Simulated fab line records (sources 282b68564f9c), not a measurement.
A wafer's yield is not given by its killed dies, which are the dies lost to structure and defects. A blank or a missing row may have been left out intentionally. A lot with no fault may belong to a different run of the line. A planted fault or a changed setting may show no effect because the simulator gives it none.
What tool caused it?    flow rit_cmos    42 wafers from 14 lots sampled at 2 of the route's 202 steps

== WHAT EACH GAUGE READ, for each wafer ==
RIT_CONTACT_THK_MEAS_01. Usual: CONTACT_TEOS_THK 399 nm, standard deviation 5.1.
lot   measured     on             CONTACT_TEOS_THK (nm)  flag
L296  day 3 13:22  film_metro-04  403 395 410            
L298  day 3 17:49  film_metro-04  393 400 400            
L299  day 3 22:06  film_metro-04  397 406 403            
L301  day 4 11:53  film_metro-04  393 393 399            
L300  day 4 11:56  film_metro-02  395 403 402            
L303  day 4 16:33  film_metro-02  394 401 402            
L304  day 4 21:37  film_metro-04  397 393 398            
L305  day 5 01:09  film_metro-04  397 405 408            
L306  day 5 06:23  film_metro-04  401 398 403            
L307  day 5 11:43  film_metro-03  391 390 394            
L310  day 6 02:41  film_metro-02  392 399 403            
L313  day 6 22:49  film_metro-03  355 363 396            OFF
L316  day 7 16:42  film_metro-02  389 354 358            OFF
L318  day 8 08:42  film_metro-04  404 400 404            

== WHICH TOOL RAN EACH LOT (tool, then ch and the chambers of the sampled wafers, then the start) ==
lot   RIT_CONTACT_CVD_00
L296  pecvd-04 ch 0,1,2, day 3 13:19
L298  pecvd-01 ch 1,2, day 3 17:45
L299  pecvd-04 ch 0,1,2, day 3 22:02
L301  pecvd-01 ch 0,1, day 4 11:49
L300  pecvd-04 ch 0,1,2, day 4 11:53
L303  pecvd-02 ch 0,1, day 4 16:29
L304  pecvd-01 ch 0,2, day 4 21:34
L305  pecvd-04 ch 0,1, day 5 01:06
L306  pecvd-02 ch 1,2, day 5 06:20
L307  pecvd-01 ch 0,1,2, day 5 11:40
L310  pecvd-01 ch 0,1, day 6 02:38
L313  pecvd-01 ch 0,1, day 6 22:45
L316  pecvd-01 ch 0,1, day 7 16:39
L318  pecvd-02 ch 0,1,2, day 8 08:39
- RIT_CONTACT_CVD_00: deposits SiO2 from TEOS, target thk 400 nm, time 61 s.

== WHAT THE TOOLS THEMSELVES READ (means of the sampled wafers that have a number; where no wafer has one, the mark that the record gives instead) ==
RIT_CONTACT_CVD_00. Usual: heater_power_w 322 W, standard deviation 74; run_length_s 89.0 s, standard deviation 0.75.
lot   tool      heater_power_w (W)  run_length_s (s)  flag
L296  pecvd-04  244                 89.1              
L298  pecvd-01  286                 89.7              
L299  pecvd-04  286                 88.8              
L301  pecvd-01  294                 89.3              
L300  pecvd-04  285                 88.6              
L303  pecvd-02  328                 89.4              
L304  pecvd-01  302                 90.1              
L305  pecvd-04  244                 88.9              
L306  pecvd-02  413                 89.0              
L307  pecvd-01  271                 89.3              
L310  pecvd-01  281                 89.4              
L313  pecvd-01  296                 84.8              OFF
L316  pecvd-01  287                 84.9              OFF
L318  pecvd-02  410                 88.6              

== THE ANSWER, worked out from the rows above alone ==
Rule: lot off if the mean of its wafers having a number is beyond 3 standard deviations from the usual mean. Also off: a lot with no number at a reading for which 4 or more lots have one. Where the step has rows for the other lots, those lots are counted as sound. Order of review: gauges by route order, followed by the tools' own readings, for which a lot's mean as printed above is used. At the first step where some lot is off, the reading lying furthest off is the one used; lots without a number count as furthest.
Off: L313, L316, seen at RIT_CONTACT_THK_MEAS_01 (CONTACT_TEOS_THK).
A tool fits if, at a process step before that reading, it ran every lot that is off, and no sound lot after the first of them. The gauges at RIT_CONTACT_THK_MEAS_01 aren't tried: what is off there is off at RIT_CONTACT_CVD_00 too, on other tools, and a gauge's error can't cause that. One fits: RIT_CONTACT_CVD_00 on pecvd-01. A fault onset in the window from L310 (day 6 02:38, its last sound lot) to L313 (day 6 22:45, its first lot off) fits.
On the lots that are off, the tool's own readings at RIT_CONTACT_CVD_00 differ by more than 5 times the standard deviation of the sound lots' means, which bears it out; run_length_s reads 84.8 s there versus 89.2 s on the sound lots.

== WHAT THE SIMULATOR HAD INSERTED ==
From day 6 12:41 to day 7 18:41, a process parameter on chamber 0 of pecvd-01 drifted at RIT_CONTACT_CVD_00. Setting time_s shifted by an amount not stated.
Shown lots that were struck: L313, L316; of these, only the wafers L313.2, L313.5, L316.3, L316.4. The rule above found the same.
